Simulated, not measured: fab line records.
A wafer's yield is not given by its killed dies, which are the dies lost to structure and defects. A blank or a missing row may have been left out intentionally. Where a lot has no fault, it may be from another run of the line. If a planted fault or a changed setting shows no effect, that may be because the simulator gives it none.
fab line records	flow rit_cmos
record: lots: 14	wafers: 42	last_day: 7
route steps=202 shown GATE@95 M1@202
lots that met no fault: from a run of the same line without faults
start_h: the number of hours between the record's first day and the start of the first shown wafer of the lot	wait_h: hours elapsed since this lot's preceding step	" same as the row above	L1.1+2: one row covering several wafers at once	- no value, or no start given	* or withheld: withheld	< > ~ a bound
route shown NAME@n: a module of which the file shows steps, and the number in the route of the first	usual: mean/standard deviation of fault-free wafers	same: alike in all rows	chamber/n: place in a boat	sites: readings site by site	_std_site: their standard deviation	_edge_site: outer sites' mean less inner sites'	radius_mm: for every site, how far away it sits from the centre of the wafer	mask NAME#n: copy n	behind: the last tool/chamber to shape the wafer	hold: what put the lot on hold/how long, in hours/how the hold closed	device: which transistor (n, p or np) failed to switch	end of line: the tests these same wafers got at the end of their route	for a step that has no rows: nothing shown but its recipe	killed: dies lost to structure and defects at the first sort, not the wafer's yield	map: shows each die of a wafer: x if killed, . if not, _ if none is there
set.NAME: the setting that was run; set.NAME@STEP: the one run at that earlier step	model.NAME: the simulator's own value behind a step, which no gauge read
a sample of lots followed through the steps of the route, with each step as a table and each wafer as a row
services: from which hour (start_h, from the record's first day; less than 0 if before it) a tool's chamber was out of use, for how many hours, and why
== steps ==
step: RIT_GATE_ETCH_19
recipe: chemistry: SF6/CHF3/O2	time_s: 165	SF6_flow_sccm: 30	CHF3_flow_sccm: 30	O2_flow_sccm: 5	target: poly-Si	pressure_mtorr: 40	rf_w: 160	target_depth_a: 3125	over_etch_frac: 0.25	stop_on: SiO2
usual: CHF3_flow_sccm: 29.98/0.092	O2_flow_sccm: 5.000/0.016	drypump_motor_current_A: 5.7/0.31	he_backside_leak_sccm: 2.75/0.29	oes_product_au: 0.844/0.014	throttle_valve_pct: 10.28/0.12
lot.wafer	tool	chamber	start_h	wait_h	CHF3_flow_sccm	O2_flow_sccm	drypump_motor_current_A	he_backside_leak_sccm	oes_product_au	rf_hours_counter_h	throttle_valve_pct
L522.3	rie_si-01	3	46.75	0.1	29.88	4.998	6.3	2.74	0.836	54	10.12
L522.4	"	1	"	"	29.87	4.996	5.7	2.84	0.854	-	10.35
L522.6	"	0	"	"	30.11	5.014	5.5	2.92	0.827	-	10.39
L523.1	rie_si-02	2	50.68	0.1	30.10	4.977	5.3	2.79	0.818	43	10.19
L523.3	"	3	"	"	29.92	4.986	5.8	2.81	0.851	61	10.49
L523.6	"	3	"	"	29.98	5.023	5.7	2.86	0.848	-	10.48
L525.3	rie_si-02	3	61.41	0.1	29.85	4.994	5.8	2.83	0.847	61	10.50
L525.4	"	2	"	"	29.95	4.980	5.3	2.62	0.841	43	10.18
L525.5	"	2	"	"	29.85	4.991	5.3	2.55	0.833	-	10.19
L528.3	rie_si-01	2	74.28	0.1	29.98	4.989	5.4	2.73	0.853	0	10.15
L528.5	"	1	"	"	30.02	4.976	5.7	2.89	0.835	-	10.32
L528.6	"	2	"	"	29.91	4.974	5.4	2.72	0.846	-	10.16
L529.2	rie_si-02	2	83.10	0.1	29.96	4.975	5.3	2.73	0.823	44	10.17
L529.3	"	0	"	"	30.25	4.979	6.2	2.60	0.855	73	10.16
L529.4	"	3	"	"	29.80	4.993	5.7	2.81	0.842	61	10.51
L530.1	rie_si-01	0	84.59	0.1	29.86	5.001	5.5	2.84	0.821	93	10.39
L530.5	"	2	"	"	29.95	4.999	5.4	2.78	0.840	-	10.13
L530.6	"	3	"	"	30.12	4.996	6.2	2.65	0.843	-	10.14
L531.3	rie_si-02	2	92.22	0.1	30.01	4.969	5.3	2.63	0.820	44	10.19
L531.5	"	1	"	"	29.91	4.983	5.6	2.33	0.857	-	10.36
L531.6	"	2	"	"	29.96	4.980	5.3	2.56	0.824	-	10.19
L534.1	rie_si-01	3	104.32	0.1	29.93	4.994	6.3	2.65	0.849	55	10.13
L534.3	"	0	"	"	30.02	4.990	5.5	2.86	0.835	94	10.38
L534.6	"	0	"	"	29.96	5.005	5.5	3.02	0.826	-	10.37
L535.2	rie_si-02	1	112.12	0.1	29.87	5.026	5.6	2.41	0.858	46	10.35
L535.3	"	2	"	"	30.09	4.982	5.3	2.78	0.827	44	10.19
L535.6	"	1	"	"	29.96	5.019	5.6	2.40	0.854	-	10.34
L536.3	rie_si-01	0	113.86	0.1	-	-	-	-	-	-	-
L536.4	"	2	"	"	-	-	-	-	-	-	-
L536.5	"	0	"	"	-	-	-	-	-	-	-
L537.2	rie_si-02	0	119.82	0.1	-	-	-	-	-	-	-
L537.4	"	1	"	"	-	-	-	-	-	-	-
L537.6	"	0	"	"	-	-	-	-	-	-	-
L541.3	rie_si-02	1	138.65	0.1	30.12	4.987	5.6	2.37	0.857	47	10.37
L541.5	"	1	"	"	30.00	4.997	5.6	2.30	0.869	-	10.34
L541.6	"	0	"	"	29.89	4.998	6.2	2.82	0.856	-	10.15
L542.1	rie_si-01	1	145.12	0.1	30.07	5.024	5.7	2.88	0.860	79	10.33
L542.3	"	2	"	"	30.03	5.022	5.4	2.87	0.864	1	10.14
L542.4	"	0	"	"	30.11	5.027	5.5	2.85	0.829	-	10.38
L543.1	rie_si-02	3	151.88	0.1	29.86	5.004	5.7	2.86	0.843	61	10.48
L543.2	"	1	"	"	29.93	4.988	5.6	2.36	0.861	47	10.35
L543.6	"	1	"	"	30.02	5.008	5.6	2.35	0.853	-	10.36
step: RIT_GATE_CD_MEAS_90
recipe: target_cd_nm: 150
usual: cd_nm: 150.3/2.3
lot.wafer	tool	chamber	start_h	wait_h	cd_nm
L522.3	cd_sem-01	-	47.07	0.1	149.4
L522.4	"	-	"	"	152.0
L522.6	"	-	"	"	152.0
L523.1	cd_sem-01	-	50.97	0.1	144.9
L523.3	"	-	"	"	145.0
L523.6	"	-	"	"	143.9
L525.3	cd_sem-01	-	61.82	0.2	149.6
L525.4	"	-	"	"	152.1
L525.5	"	-	"	"	150.0
L528.3	cd_sem-01	-	74.61	0.1	151.2
L528.5	"	-	"	"	149.8
L528.6	"	-	"	"	150.2
L529.2	cd_sem-01	-	83.40	0.1	147.6
L529.3	"	-	"	"	149.2
L529.4	"	-	"	"	151.8
L530.1	cd_sem-01	-	84.88	0.1	152.0
L530.5	"	-	"	"	153.7
L530.6	"	-	"	"	151.7
L531.3	cd_sem-01	-	92.55	0.1	148.5
L531.5	"	-	"	"	147.6
L531.6	"	-	"	"	147.7
L534.1	cd_sem-02	-	104.61	0.1	146.4
L534.3	"	-	"	"	147.8
L534.6	"	-	"	"	147.4
L535.2	cd_sem-02	-	112.43	0.1	149.4
L535.3	"	-	"	"	150.2
L535.6	"	-	"	"	150.8
L536.3	cd_sem-02	-	114.19	0.1	-
L536.4	"	-	"	"	-
L536.5	"	-	"	"	-
L537.2	cd_sem-02	-	120.12	0.1	-
L537.4	"	-	"	"	-
L537.6	"	-	"	"	-
L541.3	cd_sem-02	-	138.98	0.1	147.2
L541.5	"	-	"	"	148.7
L541.6	"	-	"	"	149.5
L542.1	cd_sem-02	-	145.40	0.1	150.1
L542.3	"	-	"	"	150.3
L542.4	"	-	"	"	152.7
L543.1	cd_sem-02	-	152.17	0.1	150.4
L543.2	"	-	"	"	151.0
L543.6	"	-	"	"	151.1
step: RIT_M1_PROBE_99
usual: killed_at_M0_to_M3: 0.0/0.16	killed_at_contacts: 0.0/0.2	killed_at_front_end: 7.2/2.5	killed_dies: 7.3/2.5	killed_on_rim: 2.0/1.4	killed_open: 3.8/1.9	killed_short: 3.5/1.8
same: gross_dies: 264	killed_at_M4_up: 0	killed_at_back_side: 0	killed_at_other: 0
lot.wafer	tool	chamber	start_h	wait_h	hold	killed_at_M0_to_M3	killed_at_contacts	killed_at_front_end	killed_dies	killed_on_rim	killed_open	killed_short
L522.3	prober-01	-	66.55	0.2	-	0	0	5	5	2	5	0
L522.4	prober-01	-	66.60	0.2	-	0	0	11	11	2	4	7
L522.6	prober-01	-	66.70	0.2	-	0	0	8	8	1	4	4
L523.1	prober-02	-	71.95	0.1	-	0	0	11	11	1	6	5
L523.3	prober-02	-	72.05	0.2	-	0	0	10	10	4	7	3
L523.6	prober-02	-	72.20	0.2	-	0	0	7	7	1	4	3
L525.3	prober-02	-	82.36	0.2	-	0	0	9	9	3	4	5
L525.4	prober-02	-	82.41	0.2	-	0	0	7	7	2	5	2
L525.5	prober-02	-	82.46	0.2	-	0	0	3	3	1	0	3
L528.3	prober-02	-	96.28	0.2	-	0	0	11	11	2	8	3
L528.5	prober-02	-	96.38	0.2	-	0	0	8	8	4	4	3
L528.6	prober-02	-	96.43	0.2	-	0	0	4	4	0	3	0
L529.2	prober-01	-	103.08	0.1	-	0	0	6	6	1	3	3
L529.3	prober-01	-	103.13	0.2	-	0	0	6	6	1	6	0
L529.4	prober-01	-	103.18	0.2	-	0	1	6	7	2	5	2
L530.1	prober-02	-	105.47	0.1	-	0	0	7	7	2	4	3
L530.5	prober-02	-	105.67	0.2	-	0	0	3	3	1	2	1
L530.6	prober-02	-	105.72	0.2	-	0	0	5	5	0	5	0
L531.3	prober-01	-	112.27	0.2	-	0	0	5	5	1	3	2
L531.5	prober-01	-	112.37	0.2	-	0	0	4	4	3	1	3
L531.6	prober-01	-	112.42	0.2	-	0	0	9	9	2	5	4
L534.1	prober-01	-	125.76	0.1	-	0	0	2	2	1	1	1
L534.3	prober-01	-	125.86	0.2	-	0	0	3	3	1	1	2
L534.6	prober-01	-	126.01	0.2	-	0	0	5	5	1	2	3
L535.2	prober-02	-	133.01	0.1	-	0	0	9	9	4	3	6
L535.3	prober-02	-	133.06	0.2	-	0	0	5	5	1	4	1
L535.6	prober-02	-	133.21	0.2	-	0	0	7	7	0	1	6
L536.3	prober-01	-	134.73	0.2	await_dispo/1.7h/scrap	0	0	264	264	70	0	5
L536.4	prober-01	-	134.78	0.2	await_dispo/1.7h/scrap	0	0	264	264	70	5	3
L536.5	prober-01	-	134.83	0.2	await_dispo/1.7h/scrap	0	0	264	264	70	3	3
L537.2	prober-02	-	140.09	0.1	await_dispo/6.5h/scrap	1	0	263	264	70	2	5
L537.4	prober-02	-	140.19	0.2	await_dispo/6.5h/scrap	0	0	264	264	70	4	2
L537.6	prober-02	-	140.29	0.2	await_dispo/6.5h/scrap	0	0	264	264	70	6	2
L541.3	prober-02	-	160.01	0.2	-	0	0	9	9	3	5	4
L541.5	prober-02	-	160.11	0.2	-	0	0	4	4	1	1	3
L541.6	prober-02	-	160.16	0.2	-	0	0	9	9	2	3	6
L542.1	prober-01	-	166.26	0.1	-	0	0	6	6	2	3	3
L542.3	prober-01	-	166.36	0.2	-	1	0	4	5	2	1	3
L542.4	prober-01	-	166.41	0.2	-	0	0	6	6	1	3	3
L543.1	prober-02	-	172.01	0.1	-	0	0	7	7	2	3	4
L543.2	prober-02	-	172.06	0.1	-	0	0	6	6	2	3	3
L543.6	prober-02	-	172.26	0.2	-	0	0	13	13	3	9	4
killed by level:class
L522.3 GATE:geometric_particle:open=3 REOX:geometric_particle:open=1 SPACER:geometric_particle:open=1
L522.4 REOX:geometric_particle:open=2 REOX:geometric_particle:short=2 SILICIDE:geometric_particle:short=2 FOX1:geometric_particle:short=1 FOX2:geometric_particle:open=1 FOX2:geometric_particle:short=1 GATE:geometric_particle:short=1 SILICIDE:geometric_particle:open=1
L522.6 FOX2:geometric_particle:short=2 GATE:geometric_particle:open=2 FOX1:geometric_particle:short=1 REOX:geometric_particle:short=1 SPACER:geometric_particle:open=1 SILICIDE:geometric_particle:open=1
L523.1 GATE:geometric_particle:short=3 FOX2:geometric_particle:open=2 REOX:geometric_particle:short=2 FOX1:geometric_particle:open=1 GATE:geometric_particle:open=1 REOX:geometric_particle:open=1 SPACER:geometric_particle:open=1
L523.3 GATE:geometric_particle:short=3 FOX1:geometric_particle:open=2 FOX2:geometric_particle:open=2 GATE:geometric_particle:open=1 REOX:geometric_particle:open=1 SPACER:geometric_particle:open=1
L523.6 SILICIDE:geometric_particle:open=3 GATE:geometric_particle:short=2 GATE:geometric_particle:open=1 REOX:geometric_particle:short=1
L525.3 GATE:geometric_particle:short=3 FOX1:geometric_particle:short=2 GATE:geometric_particle:open=2 REOX:geometric_particle:open=2
L525.4 GATE:geometric_particle:open=3 SPACER:geometric_particle:short=2 REOX:geometric_particle:open=1 SPACER:geometric_particle:open=1
L525.5 FOX1:geometric_particle:short=1 GATE:geometric_particle:short=1 SPACER:geometric_particle:short=1
L528.3 GATE:geometric_particle:open=5 FOX1:geometric_particle:open=2 FOX1:geometric_particle:short=1 GATE:geometric_particle:short=1 SILICIDE:geometric_particle:short=1 SILICIDE:geometric_particle:open=1
L528.5 GATE:geometric_particle:open=2 SILICIDE:geometric_particle:short=2 FOX1:geometric_particle:short=1 FOX1:geometric_particle:open=1 SILICIDE:geometric_particle:open=1 GATE:coat_microbubble_printed=1
L528.6 GATE:geometric_particle:open=2 FOX1:geometric_particle:open=1 GATE:coat_microbubble_printed=1
L529.2 FOX1:geometric_particle:open=1 FOX2:geometric_particle:open=1 GATE:geometric_particle:short=1 GATE:geometric_particle:open=1 REOX:geometric_particle:short=1 SILICIDE:geometric_particle:short=1
L529.3 FOX2:geometric_particle:open=2 REOX:geometric_particle:open=2 FOX1:geometric_particle:open=1 GATE:geometric_particle:open=1
L529.4 GATE:geometric_particle:open=2 REOX:geometric_particle:open=2 REOX:geometric_particle:short=1 SILICIDE:geometric_particle:short=1 CONTACT:geometric_particle:open=1
L530.1 SILICIDE:geometric_particle:open=2 FOX1:geometric_particle:short=1 GATE:geometric_particle:open=1 GATE:geometric_particle:short=1 REOX:geometric_particle:open=1 SILICIDE:geometric_particle:short=1
L530.5 FOX1:geometric_particle:open=1 REOX:geometric_particle:open=1 REOX:geometric_particle:short=1
L530.6 SPACER:geometric_particle:open=2 FOX1:geometric_particle:open=1 GATE:geometric_particle:open=1 SILICIDE:geometric_particle:open=1
L531.3 GATE:geometric_particle:short=2 SPACER:geometric_particle:open=2 GATE:geometric_particle:open=1
L531.5 FOX1:geometric_particle:short=1 FOX1:geometric_particle:open=1 FOX2:geometric_particle:short=1 GATE:geometric_particle:short=1
L531.6 SILICIDE:geometric_particle:open=5 GATE:geometric_particle:short=3 SILICIDE:geometric_particle:short=1
L534.1 GATE:geometric_particle:open=1 SPACER:geometric_particle:short=1
L534.3 FOX1:geometric_particle:short=1 SILICIDE:geometric_particle:open=1 SILICIDE:geometric_particle:short=1
L534.6 GATE:geometric_particle:open=2 FOX1:geometric_particle:short=1 FOX2:geometric_particle:short=1 SPACER:geometric_particle:short=1
L535.2 GATE:geometric_particle:short=3 FOX1:geometric_particle:short=1 FOX1:geometric_particle:open=1 FOX2:geometric_particle:short=1 GATE:geometric_particle:open=1 REOX:geometric_particle:short=1 SPACER:geometric_particle:open=1
L535.3 GATE:geometric_particle:open=2 REOX:geometric_particle:open=1 REOX:geometric_particle:short=1 SPACER:geometric_particle:open=1
L535.6 REOX:geometric_particle:short=2 SILICIDE:geometric_particle:short=2 GATE:geometric_particle:short=1 GATE:geometric_particle:open=1 SPACER:geometric_particle:short=1
L536.3 GATE:area_etch=259 SILICIDE:geometric_particle:short=3 FOX1:geometric_particle:short=1 FOX2:geometric_particle:short=1
L536.4 GATE:area_etch=256 FOX1:geometric_particle:short=2 FOX2:geometric_particle:open=2 FOX1:geometric_particle:open=1 GATE:geometric_particle:open=1 REOX:geometric_particle:short=1 REOX:geometric_particle:open=1
L536.5 GATE:area_etch=258 GATE:geometric_particle:short=1 GATE:geometric_particle:open=1 REOX:geometric_particle:short=1 REOX:geometric_particle:open=1 SPACER:geometric_particle:short=1 SILICIDE:geometric_particle:open=1
L537.2 GATE:area_etch=257 GATE:geometric_particle:short=2 REOX:geometric_particle:short=2 SPACER:geometric_particle:open=2 M1:geometric_particle:short=1
L537.4 GATE:area_etch=258 GATE:geometric_particle:short=2 GATE:geometric_particle:open=2 FOX1:geometric_particle:open=1 SPACER:geometric_particle:open=1
L537.6 GATE:area_etch=256 REOX:geometric_particle:open=3 SPACER:geometric_particle:open=2 GATE:geometric_particle:short=1 SPACER:geometric_particle:short=1 STARTING-WAFER:geometric_particle:open=1
L541.3 GATE:geometric_particle:open=3 GATE:geometric_particle:short=1 REOX:geometric_particle:short=1 SPACER:geometric_particle:open=1 SPACER:geometric_particle:short=1 SILICIDE:geometric_particle:open=1 SILICIDE:geometric_particle:short=1
L541.5 GATE:geometric_particle:short=1 REOX:geometric_particle:open=1 SPACER:geometric_particle:short=1 SILICIDE:geometric_particle:short=1
L541.6 REOX:geometric_particle:short=3 GATE:geometric_particle:short=2 GATE:geometric_particle:open=1 SPACER:geometric_particle:open=1 SILICIDE:geometric_particle:open=1 SILICIDE:geometric_particle:short=1
L542.1 FOX1:geometric_particle:short=2 FOX1:geometric_particle:open=1 GATE:geometric_particle:open=1 SILICIDE:geometric_particle:open=1 SILICIDE:geometric_particle:short=1
L542.3 GATE:geometric_particle:short=1 REOX:geometric_particle:open=1 REOX:geometric_particle:short=1 SPACER:geometric_particle:short=1 M1:coat_microbubble_printed=1
L542.4 GATE:geometric_particle:short=2 GATE:geometric_particle:open=1 REOX:geometric_particle:open=1 REOX:geometric_particle:short=1 SPACER:geometric_particle:open=1
L543.1 FOX1:geometric_particle:open=2 GATE:geometric_particle:short=2 FOX1:geometric_particle:short=1 SPACER:geometric_particle:short=1 SILICIDE:geometric_particle:open=1
L543.2 SPACER:geometric_particle:short=2 FOX1:geometric_particle:open=1 FOX1:geometric_particle:short=1 GATE:geometric_particle:open=1 SILICIDE:geometric_particle:open=1
L543.6 FOX1:geometric_particle:open=3 GATE:geometric_particle:open=3 FOX1:geometric_particle:short=2 REOX:geometric_particle:open=2 REOX:geometric_particle:short=1 SPACER:geometric_particle:open=1 SPACER:geometric_particle:short=1
== services ==
tool	chamber	start_h	hours	kind
rie_si-02	3	35.22	6.9	repair
rie_si-01	2	35.90	-	clean
rie_si-01	2	35.90	23.9	scheduled_down
rie_si-01	2	35.90	23.9	vent_cycle
rie_si-02	0	150.03	6.5	repair
rie_si-01	1	150.38	1.3	repair
== key ==
first_sign: step: RIT_GATE_ETCH_19	reading: tool_record	direction: missing
effect: step: RIT_GATE_CD_MEAS_90	reading: cd_nm	direction: missing
effect: step: RIT_M1_PROBE_99	reading: killed_at_front_end	direction: up	sigmas: 99+	usual: 7.2	struck: 263.8
more_kills_born_at: RIT_GATE_ETCH_19@rie_si-01: 773	RIT_GATE_ETCH_19@rie_si-02: 771
met_at RIT_GATE_ETCH_19
struck_lots L536,L537
later_rows_left_out L536.3,L536.4,L536.5,L537.2,L537.4,L537.6
tester_left_out L536,L537
onset_between 112.12 113.86
fault: kind: skipped_step_whole	tool: rie_si-01,rie_si-02	chamber: -	onset_h: 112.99	steps: RIT_GATE_ETCH_19	scope: struck_lots_only
tester_left_out: of these lots the tester's yield and bins aren't shown, on N5 and GAA mostly nor the transistor test; their killed dies are dies lost to structure and defects alone, not to doping, threshold or leakage, so they don't give the yield
later_rows_left_out: the simulator's readings of these wafers behind a module that went badly wrong aren't trusted and aren't shown, but for the sort
